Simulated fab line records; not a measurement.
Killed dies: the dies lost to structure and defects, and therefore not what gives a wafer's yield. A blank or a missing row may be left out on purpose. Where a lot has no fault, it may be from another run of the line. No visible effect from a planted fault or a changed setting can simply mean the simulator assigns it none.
Matching of chambers / flow berkeleyCmos170 / rieSi-01 running UCB170_GATE_ETCH_15: 4 sister chambers
The step etches poly-Si in HBr/Cl2, stops on SiO2, time 56.3 s, target depth 278.2 nm. 8 wafers are shown with their chamber, then 8 later ones without.

== WAFERS WITH THEIR CHAMBER ==
wafer=L134.2; chamber=0; throttleValvePct (%)=26.72; drypumpMotorCurrentA (A)=5.7
wafer=L135.1; chamber=2; throttleValvePct (%)=26.31; drypumpMotorCurrentA (A)=5.9
wafer=L135.3; chamber=1; throttleValvePct (%)=26.41; drypumpMotorCurrentA (A)=5.4
wafer=L135.5; chamber=3; throttleValvePct (%)=26.25; drypumpMotorCurrentA (A)=6.0
wafer=L142.1; chamber=0; throttleValvePct (%)=26.74; drypumpMotorCurrentA (A)=5.7
wafer=L142.2; chamber=2; throttleValvePct (%)=26.30; drypumpMotorCurrentA (A)=5.9
wafer=L142.6; chamber=1; throttleValvePct (%)=26.42; drypumpMotorCurrentA (A)=5.4
wafer=L148.3; chamber=3; throttleValvePct (%)=26.27; drypumpMotorCurrentA (A)=5.9

== WAFERS WITHOUT THEIR CHAMBER ==
wafer=L148.4; throttleValvePct (%)=26.31; drypumpMotorCurrentA (A)=5.9
wafer=L148.5; throttleValvePct (%)=26.74; drypumpMotorCurrentA (A)=5.7
wafer=L149.1; throttleValvePct (%)=26.25; drypumpMotorCurrentA (A)=5.9
wafer=L149.2; throttleValvePct (%)=26.76; drypumpMotorCurrentA (A)=5.7
wafer=L149.5; throttleValvePct (%)=26.43; drypumpMotorCurrentA (A)=5.5
wafer=L151.1; throttleValvePct (%)=26.74; drypumpMotorCurrentA (A)=5.7
wafer=L151.2; throttleValvePct (%)=26.31; drypumpMotorCurrentA (A)=5.9
wafer=L151.3; throttleValvePct (%)=26.42; drypumpMotorCurrentA (A)=5.4

== EACH ONE'S CHAMBER ==
wafer=L148.4; from the rows above=2; in truth=2
wafer=L148.5; from the rows above=0; in truth=0
wafer=L149.1; from the rows above=3; in truth=3
wafer=L149.2; from the rows above=0; in truth=0
wafer=L149.5; from the rows above=1; in truth=1
wafer=L151.1; from the rows above=0; in truth=0
wafer=L151.2; from the rows above=2; in truth=2
wafer=L151.3; from the rows above=1; in truth=1
Correct placement for 8 of the 8. From these rows, 0 cannot be placed. Wrongly placed: 0.
How it was worked out, from the rows above alone: a wafer's distance from a chamber is the root of the sum, over the readings, of the square of ((its reading less the chamber's mean) divided by the reading's scatter). If the next closest chamber is less than 2 further off than the closest, the wafer can't be placed; otherwise it belongs to the closest. A chamber's mean is the mean of its shown wafers. The scatter is the square root of a quotient: the sum, over the shown wafers, of each reading's squared deviation from its chamber's mean, divided by wafers minus chambers.
